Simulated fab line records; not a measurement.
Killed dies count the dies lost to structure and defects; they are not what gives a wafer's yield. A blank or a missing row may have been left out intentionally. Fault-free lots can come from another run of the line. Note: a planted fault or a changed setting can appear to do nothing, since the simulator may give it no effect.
fab line records -- flow berkeley-cmos170
record lots=5, wafers=23
route steps=331 shown M2@288 V2@299 M3@319
start-h: hours from the record's opening day to when the first of the lot's shown wafers began -- wait-h: how many hours have passed since the lot's step before this one -- " repeats the value in the row above -- L1.1+2: a single row standing in for several wafers -- - no value present, or no start provided -- * or withheld: withheld -- < > ~ a bound
route shown NAME@n: a module of which the file shows steps, and the number in the route of the first -- usual: mean/standard deviation of fault-free wafers -- same: alike in all rows -- chamber/n: place in a boat -- sites: each site's reading -- _std_site: their standard deviation -- _edge_site: outer sites' mean less inner sites' -- radius-mm: for every site, how far away it sits from the centre of the wafer -- mask NAME#n: copy n -- behind: the most recent tool/chamber to have shaped the wafer -- hold: cause of the lot's hold/its duration in hours/its outcome -- device: the transistor (n, p or np) that didn't switch -- end of line: the tests these same wafers got at the end of their route -- for a step that has no rows: nothing shown but its recipe -- killed: count of dies lost to structure and defects at first sort (not the wafer's yield) -- map: the dies of a wafer, with x for killed, . for not killed, _ for no die there
set.NAME: the setting that was run; set.NAME@STEP: the one run at that earlier step -- model.NAME: the simulator's own value behind a step, which no gauge read
lots with deliberately changed settings; one table per step, one row per wafer
## steps
# step UCB170_M2_ETCH_17
# recipe chemistry=N2/H2, target-depth-a=withheld, overetch-a=withheld, target=BARC, time-s=withheld, source-w=500, bias-w=100, pressure-mtorr=30, n2-flow-sccm=100, h2-flow-sccm=200
lot.wafer,tool,chamber,start-h,wait-h,set.source-w
L078.1+2+3+5+6,rie-diel-04,"1,0,2,0,1",209.51,0.0,500
L076.1+3+4,rie-diel-03,"3,1,0",209.63,0.0,500
L076.2+6,rie-diel-03,"2,3",209.63,0.0,444.7
L080.1+2+3+4+6,rie-diel-04,"2,1,0,3,1",214.03,0.0,500
L085.1+2+6,rie-diel-03,"3,1,2",250.07,0.0,500
L084.1+4,rie-diel-04,"1,2",250.69,0.0,528.8
L084.2+3+6,rie-diel-04,"3,0,0",250.69,0.0,500
# step UCB170_M2_METAL_ETCH_18
# recipe chemistry=Cl2/BCl3, target=Al, stop-on=SiO2, pressure-mtorr=12, target-depth-a=11700, over-etch-frac=0.3, time-s=195, icp-w=600, bias-w=120, Cl2_flow_sccm=90, bcl3-flow-sccm=45
# usual oes-product-au=0.849/0.012
lot.wafer,tool,chamber,start-h,wait-h,set.power-w@M2_SPUTTER_01,oes-product-au,model.M2.feature-depth-nm,model.etch.depth-nm
L078.1,rie-metal-04,0,209.55,-,6000,0.853,960.2,903.9
L078.2,rie-metal-04,1,209.55,-,6000,0.842,952,894.8
L078.3,rie-metal-04,0,209.55,-,6297,0.878,994.5,938.3
L078.5,rie-metal-04,1,209.55,-,6000,0.835,956.8,899.5
L078.6,rie-metal-04,0,209.55,-,6297,0.889,997.9,941.2
L076.1,rie-metal-03,1,209.67,-,6526,0.905,-,-
L076.2,rie-metal-03,0,209.67,-,6526,0.888,-,-
L076.3,rie-metal-03,0,209.67,-,6000,0.861,977.6,918.5
L076.4,rie-metal-03,1,209.67,-,6000,0.860,951.9,897.3
L076.6,rie-metal-03,0,209.67,-,6000,0.854,986.5,927.5
L080.1,rie-metal-04,0,214.07,-,6000,0.847,936.9,880.8
L080.2,rie-metal-04,1,214.07,-,6251,0.863,1010,953.2
L080.3,rie-metal-04,1,214.07,-,6000,0.843,959,902.1
L080.4,rie-metal-04,0,214.07,-,6251,0.885,998.7,942.1
L080.6,rie-metal-04,1,214.07,-,6251,0.864,998,941
L085.1,rie-metal-02,0,250.11,-,6000,0.845,973.6,914.4
L085.2,rie-metal-02,1,250.11,-,6000,0.868,974.6,918.7
L085.6,rie-metal-02,1,250.11,-,6000,0.864,971.9,915.6
L084.1,rie-metal-03,1,250.73,-,6000,0.879,977.9,923
L084.2,rie-metal-03,0,250.73,-,6000,0.845,958.8,899.7
L084.3,rie-metal-03,0,250.73,-,5343,0.799,-,-
L084.4,rie-metal-03,1,250.73,-,5343,0.813,-,-
L084.6,rie-metal-03,1,250.73,-,6000,0.850,951.1,896.3
# step UCB170_V2_COAT_07
# recipe resist=KrF, spin-rpm=1500, resist-thk-nm=900
lot.wafer,tool,chamber,start-h,wait-h,set.spin-rpm,model.KrF_of_V2_COAT_07.thk-nm
L078.1,litho-track-03,0,212.85,0.1,1500,902.2
L078.2,litho-track-03,0,212.85,0.1,1500,904.3
L078.3,litho-track-03,0,212.85,0.1,1500,904.6
L078.5,litho-track-03,0,212.85,0.1,1500,900
L078.6,litho-track-03,0,212.85,0.1,1500,903.6
L076.1,litho-track-02,0,212.85,0.1,1500,897.7
L076.2,litho-track-02,0,212.85,0.1,1500,896.6
L076.3,litho-track-02,0,212.85,0.1,1500,897.6
L076.4,litho-track-02,0,212.85,0.1,1579,871.5
L076.6,litho-track-02,0,212.85,0.1,1579,873
L080.1,litho-track-03,0,216.48,0.1,1500,900.2
L080.2,litho-track-03,0,216.48,0.1,1500,899.9
L080.3,litho-track-03,0,216.48,0.1,1500,899
L080.4,litho-track-03,0,216.48,0.1,1412,925.6
L080.6,litho-track-03,0,216.48,0.1,1412,927.3
L085.1,litho-track-02,0,251.86,0.1,1500,900.8
L085.2,litho-track-02,0,251.86,0.1,1500,899
L085.6,litho-track-02,0,251.86,0.1,1500,899.4
L084.1,litho-track-03,0,252.59,0.1,1500,900.6
L084.2,litho-track-03,0,252.59,0.1,1500,898.7
L084.3+4,litho-track-03,0,252.59,0.1,1500,900.2
L084.6,litho-track-03,0,252.59,0.1,1500,899.2
# step UCB170_V2_EXPOSE_09
# recipe mask-id=VIA2, target-cd-nm=700, na=0.5, sigma-outer=0.6, source-shape=conventional, dose-mj=37
lot.wafer,tool,chamber,start-h,wait-h,mask,set.dose-mj
L078.1+3,krf-scanner-01,0,213.42,0.4,VIA2#0,35.15
L078.2+5+6,krf-scanner-01,0,213.42,0.4,VIA2#0,37
L076.1+6,krf-scanner-01,0,-,-,VIA2#0,37
L076.2+3+4,krf-scanner-01,0,-,-,VIA2#0,34.27
L080.1+3+4,krf-scanner-02,0,-,-,VIA2#0,37
L080.2+6,krf-scanner-02,0,-,-,VIA2#0,39.13
L085.1+2+6,krf-scanner-01,0,252.16,0.1,VIA2#0,37
L084.1+3,krf-scanner-01,0,253.00,0.2,VIA2#0,35.36
L084.2+4+6,krf-scanner-01,0,253.00,0.2,VIA2#0,37
# step UCB170_V2_PEB_10
# recipe peb-temp-c=128.9, peb-time-s=withheld, resist=KrF
# step UCB170_V2_DEVELOP_11
# recipe developer=TMAH, develop-time-s=45, resist=KrF, dev-temp-c=21
# step UCB170_V2_CD_MEAS_12
# recipe target-cd-nm=700
# usual cd-nm=699.8/1.5
lot.wafer,tool,chamber,start-h,wait-h,set.dose-mj@V2_EXPOSE_09,cd-nm
L078.1,cd-sem-02,-,214.76,-,35.15,692.7
L078.2,cd-sem-02,-,214.76,-,37,701.1
L078.3,cd-sem-02,-,214.76,-,35.15,692.6
L078.5,cd-sem-02,-,214.76,-,37,702.1
L078.6,cd-sem-02,-,214.76,-,37,701.6
L076.1,cd-sem-01,-,214.88,-,37,700.4
L076.2,cd-sem-01,-,214.88,-,34.27,687.0
L076.3,cd-sem-01,-,214.88,-,34.27,687.2
L076.4,cd-sem-01,-,214.88,-,34.27,686.8
L076.6,cd-sem-01,-,214.88,-,37,700.7
L080.1,cd-sem-02,-,218.40,-,37,700.8
L080.2,cd-sem-02,-,218.40,-,39.13,710.2
L080.3,cd-sem-02,-,218.40,-,37,700.6
L080.4,cd-sem-02,-,218.40,-,37,700.7
L080.6,cd-sem-02,-,218.40,-,39.13,710.4
L085.1,cd-sem-02,-,252.82,-,37,699.6
L085.2,cd-sem-02,-,252.82,-,37,701.7
L085.6,cd-sem-02,-,252.82,-,37,701.4
L084.1,cd-sem-02,-,253.89,-,35.36,691.2
L084.2,cd-sem-02,-,253.89,-,37,698.4
L084.3,cd-sem-02,-,253.89,-,35.36,690.3
L084.4,cd-sem-02,-,253.89,-,37,697.6
L084.6,cd-sem-02,-,253.89,-,37,697.5
# step UCB170_V2_ETCH_14
# recipe chemistry=CHF3/CF4/Ar, target=SiO2, stop-on=Al, CHF3_flow_sccm=45, cf4-flow-sccm=15, Ar_flow_sccm=150, pressure-mtorr=200, rf-w=700, target-depth-a=12500, over-etch-frac=0.25, time-s=291
lot.wafer,tool,chamber,start-h,wait-h,set.power-w@M2_SPUTTER_01,set.dose-mj@V2_EXPOSE_09,model.Al_of_M2_SPUTTER_01.thk-nm,model.V2.cd-nm
L078.1,rie-diel-04,3,214.91,0.0,6000,35.15,903.9,692.2
L078.2,rie-diel-04,0,214.91,0.0,6000,37,894.8,699.2
L078.3,rie-diel-04,1,214.91,0.0,6297,35.15,937.7,693.8
L078.5,rie-diel-04,0,214.91,0.0,6000,37,899.5,700.3
L078.6,rie-diel-04,3,214.91,0.0,6297,37,941.2,700.9
L076.1,rie-diel-03,1,215.04,0.0,6526,37,993.1,700.5
L076.2,rie-diel-03,3,215.04,0.0,6526,34.27,989.2,687.5
L076.3,rie-diel-03,0,215.04,0.0,6000,34.27,918.1,688.4
L076.4,rie-diel-03,2,215.04,0.0,6000,34.27,897.3,686.8
L076.6,rie-diel-03,0,215.04,0.0,6000,37,927.1,701
L080.1,rie-diel-04,0,218.56,0.0,6000,37,880.8,699.1
L080.2,rie-diel-04,1,218.56,0.0,6251,39.13,952.6,712
L080.3,rie-diel-04,2,218.56,0.0,6000,37,901.6,701.4
L080.4,rie-diel-04,3,218.56,0.0,6251,37,942.1,700.3
L080.6,rie-diel-04,0,218.56,0.0,6251,39.13,941,708.7
L085.1,rie-diel-03,0,252.98,0.0,6000,37,914,700.8
L085.2,rie-diel-03,2,252.98,0.0,6000,37,918.7,701.6
L085.6,rie-diel-03,1,252.98,0.0,6000,37,914.8,702
L084.1,rie-diel-02,3,254.05,0.0,6000,35.36,922.3,692.3
L084.2,rie-diel-02,2,254.05,0.0,6000,37,899,698.6
L084.3,rie-diel-02,1,254.05,0.0,5343,35.36,817.2,690.7
L084.4,rie-diel-02,0,254.05,0.0,5343,37,814.2,697.7
L084.6,rie-diel-02,3,254.05,0.0,6000,37,895.6,699.1
# step UCB170_V2_STRIP_15
# recipe chemistry=O2, power-w=400, pressure-mtorr=3500, platen-temp-c=withheld, o2-flow-sccm=400, overash-fraction=0.5
# usual strip-time-to-endpoint-s=15.32/0.14
lot.wafer,tool,chamber,start-h,wait-h,set.spin-rpm@V2_COAT_07,strip-time-to-endpoint-s
L078.1,plasma-asher-04,0,215.09,0.1,1500,15.35
L078.2,plasma-asher-04,1,215.09,0.1,1500,15.52
L078.3,plasma-asher-04,1,215.09,0.1,1500,15.41
L078.5,plasma-asher-04,0,215.09,0.1,1500,15.45
L078.6,plasma-asher-04,1,215.09,0.1,1500,15.34
L076.1,plasma-asher-03,1,215.21,0.1,1500,15.07
L076.2,plasma-asher-03,0,215.21,0.1,1500,15.43
L076.3,plasma-asher-03,1,215.21,0.1,1500,15.16
L076.4,plasma-asher-03,0,215.21,0.1,1579,14.72
L076.6,plasma-asher-03,0,215.21,0.1,1579,14.59
L080.1,plasma-asher-02,1,218.74,0.1,1500,15.40
L080.2,plasma-asher-02,0,218.74,0.1,1500,15.28
L080.3,plasma-asher-02,1,218.74,0.1,1500,15.21
L080.4,plasma-asher-02,0,218.74,0.1,1412,15.83
L080.6,plasma-asher-02,1,218.74,0.1,1412,15.99
L085.1,plasma-asher-03,0,253.16,0.1,1500,15.30
L085.2,plasma-asher-03,1,253.16,0.1,1500,15.34
L085.6,plasma-asher-03,1,253.16,0.1,1500,15.07
L084.1,plasma-asher-04,0,254.22,0.1,1500,15.41
L084.2,plasma-asher-04,1,254.22,0.1,1500,15.15
L084.3,plasma-asher-04,1,254.22,0.1,1500,15.49
L084.4,plasma-asher-04,0,254.22,0.1,1500,15.43
L084.6,plasma-asher-04,0,254.22,0.1,1500,15.35
# step UCB170_V2_CD_MEAS_90
# recipe target-cd-nm=700
# usual cd-nm=700.1/1.7
lot.wafer,tool,chamber,start-h,wait-h,set.dose-mj@V2_EXPOSE_09,cd-nm
L078.1,cd-sem-02,-,215.19,0.1,35.15,692.2
L078.2,cd-sem-02,-,215.19,0.1,37,699.4
L078.3,cd-sem-02,-,215.19,0.1,35.15,693.5
L078.5,cd-sem-02,-,215.19,0.1,37,700.1
L078.6,cd-sem-02,-,215.19,0.1,37,700.8
L076.1,cd-sem-01,-,215.31,0.1,37,700.4
L076.2,cd-sem-01,-,215.31,0.1,34.27,687.4
L076.3,cd-sem-01,-,215.31,0.1,34.27,688.2
L076.4,cd-sem-01,-,215.31,0.1,34.27,686.9
L076.6,cd-sem-01,-,215.31,0.1,37,701.3
L080.1,cd-sem-01,-,218.84,0.1,37,699.1
L080.2,cd-sem-01,-,218.84,0.1,39.13,711.8
L080.3,cd-sem-01,-,218.84,0.1,37,701.2
L080.4,cd-sem-01,-,218.84,0.1,37,700.6
L080.6,cd-sem-01,-,218.84,0.1,39.13,708.7
L085.1,cd-sem-02,-,253.26,0.1,37,701.0
L085.2,cd-sem-02,-,253.26,0.1,37,701.5
L085.6,cd-sem-02,-,253.26,0.1,37,701.7
L084.1,cd-sem-02,-,254.32,0.1,35.36,692.1
L084.2,cd-sem-02,-,254.32,0.1,37,698.7
L084.3,cd-sem-02,-,254.32,0.1,35.36,690.6
L084.4,cd-sem-02,-,254.32,0.1,37,697.9
L084.6,cd-sem-02,-,254.32,0.1,37,698.9
# step UCB170_M3_COAT_10
# recipe resist=KrF, spin-rpm=1500, resist-thk-nm=900
lot.wafer,tool,chamber,start-h,wait-h,set.resist-thk-nm,model.KrF_of_M3_COAT_10.thk-nm
L078.1,litho-track-03,0,-,-,900,899.7
L078.2,litho-track-03,0,-,-,933.9,933.6
L078.3,litho-track-03,0,-,-,933.9,932.6
L078.5,litho-track-03,0,-,-,900,900.6
L078.6,litho-track-03,0,-,-,933.9,936.2
L076.1,litho-track-04,0,-,-,940.3,938.6
L076.2,litho-track-04,0,-,-,940.3,937.4
L076.3,litho-track-04,0,-,-,900,896.4
L076.4,litho-track-04,0,-,-,900,898.8
L076.6,litho-track-04,0,-,-,940.3,934.9
L080.1,litho-track-04,0,-,-,900,897.5
L080.2,litho-track-04,0,-,-,900,901.8
L080.3,litho-track-04,0,-,-,900,898.8
L080.4,litho-track-04,0,-,-,900,899.8
L080.6,litho-track-04,0,-,-,900,898.9
L085.1,litho-track-04,0,-,-,900,898.9
L085.2,litho-track-04,0,-,-,900,898.5
L085.6,litho-track-04,0,-,-,900,898.3
L084.1,litho-track-04,0,-,-,884.1,883.7
L084.2,litho-track-04,0,-,-,900,897.4
L084.3,litho-track-04,0,-,-,884.1,881.9
L084.4,litho-track-04,0,-,-,900,899.2
L084.6,litho-track-04,0,-,-,884.1,881.5
## key
split step=UCB170_M2_ETCH_17, setting=source-w, stated=500, by=wafer
response none clear
split step=UCB170_V2_COAT_07, setting=spin-rpm, stated=1500, by=wafer
response step=UCB170_V2_COAT_07, reading=model.KrF_of_V2_COAT_07.thk-nm, change=-4.65, per=1%, r=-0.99
response step=UCB170_V2_STRIP_15, reading=strip-time-to-endpoint-s, change=*, per=1%, r=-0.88
split step=UCB170_V2_EXPOSE_09, setting=dose-mj, stated=37, by=wafer
response step=UCB170_V2_CD_MEAS_12, reading=cd-nm, change=+1.74, per=1%, r=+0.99
response step=UCB170_V2_ETCH_14, reading=model.V2.cd-nm, change=+1.68, per=1%, r=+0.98
response step=UCB170_V2_CD_MEAS_90, reading=cd-nm, change=+1.69, per=1%, r=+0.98
split step=UCB170_M3_COAT_10, setting=resist-thk-nm, stated=900, by=wafer
response step=UCB170_M3_COAT_10, reading=model.KrF_of_M3_COAT_10.thk-nm, change=+8.9, per=1%, r=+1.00
split outside-this-file step=UCB170_M2_SPUTTER_01 setting=power-w
# split outside-this-file: this setting was split too, and the file shows its column; the key of that split is in another file
